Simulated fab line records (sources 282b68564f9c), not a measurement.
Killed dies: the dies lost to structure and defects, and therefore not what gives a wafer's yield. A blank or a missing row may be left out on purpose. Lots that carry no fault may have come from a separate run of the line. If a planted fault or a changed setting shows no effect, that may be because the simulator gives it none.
One fault seen from 2 desks | flow rit_cmos | each desk has only its own numbers; what lay behind them comes last

== DESK OF THE TOOL OWNER: plasma_asher-02 ==
The tool's own readings at RIT_NLDD_STRIP_09 (strips in O2, time 180 s): means of the sampled wafers that have a number, for each lot that ran on this tool. The brackets show how far a lot's mean lies from the usual mean; more than 4 standard deviations puts the lot out of limits, marked OUT.
Columns: A = drypump_motor_current_A at RIT_NLDD_STRIP_09, usual 5.6 A; B = run_length_s at RIT_NLDD_STRIP_09, usual 208.4 s
lot  | first seen here | A   | B
L602 | day 3 00:12     | 5.3 | 208.2
L603 | day 3 04:35     | 5.7 | 208.4
L611 | day 4 19:41     | 5.7 | 72.3 (-99 or more) OUT
L621 | day 6 21:55     | 5.3 | 208.1
L622 | day 7 03:14     | 5.7 | 208.1
This desk finds L611 out of limits, L611 being first, at day 4 19:41 (run_length_s at RIT_NLDD_STRIP_09). In limits: L602, L603, L621, L622.

== METROLOGY DESK ==
What the gauges read for every lot (on any tool): the sampled wafers with a number, averaged. The brackets show how far a lot's mean lies from the usual mean; more than 4 standard deviations puts the lot out of limits, marked OUT.
Columns: A = cd_nm at RIT_ACTIVE_CD_MEAS_90, usual 1399.8 nm; B = PLDD_TW at RIT_PLDD_TW_MEAS_10, usual 2334
lot  | first seen here | A      | B
L601 | day 1 15:11     | 1398.7 | 2360
L602 | day 1 20:40     | 1400.8 | 2353
L603 | day 2 01:10     | 1398.3 | 2356
L606 | day 2 16:29     | 1404.0 | 2280
L607 | day 2 21:02     | 1401.6 | 2354
L608 | day 3 02:11     | 1401.1 | 2276
L611 | day 3 17:10     | 1400.9 | 30 (-62) OUT
L617 | day 4 23:01     | 1402.0 | 2373
L618 | day 5 04:01     | 1399.1 | 2295
L620 | day 5 14:51     | 1401.4 | 2361
L621 | day 5 19:02     | 1398.6 | 2293
L622 | day 6 00:01     | 1398.8 | 2282
L624 | day 6 10:02     | 1396.8 | 2348
This desk finds L611 out of limits, with the earliest case on L611 at day 4 21:25 (PLDD_TW at RIT_PLDD_TW_MEAS_10). In limits: L601, L602, L603, L606, L607, L608, L617, L618, L620, L621, L622, L624.

== PUT TOGETHER ==
An alarm could have come from the tool owner's desk at day 4 19:41, on L611.
Metrology desk: alarm possible at day 4 21:25 on L611.
RIT_NLDD_STRIP_09 was run on plasma_asher-02 by each of the lots named.

== WHAT THE SIMULATOR PUT IN ==
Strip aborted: plasma_asher-02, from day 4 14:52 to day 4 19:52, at RIT_NLDD_STRIP_09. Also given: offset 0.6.
Shown lots that were struck: L611.
Counting hours from when the fault started, the first reading out of limits came at 5 for the tool owner's desk and at 7 for the metrology desk.
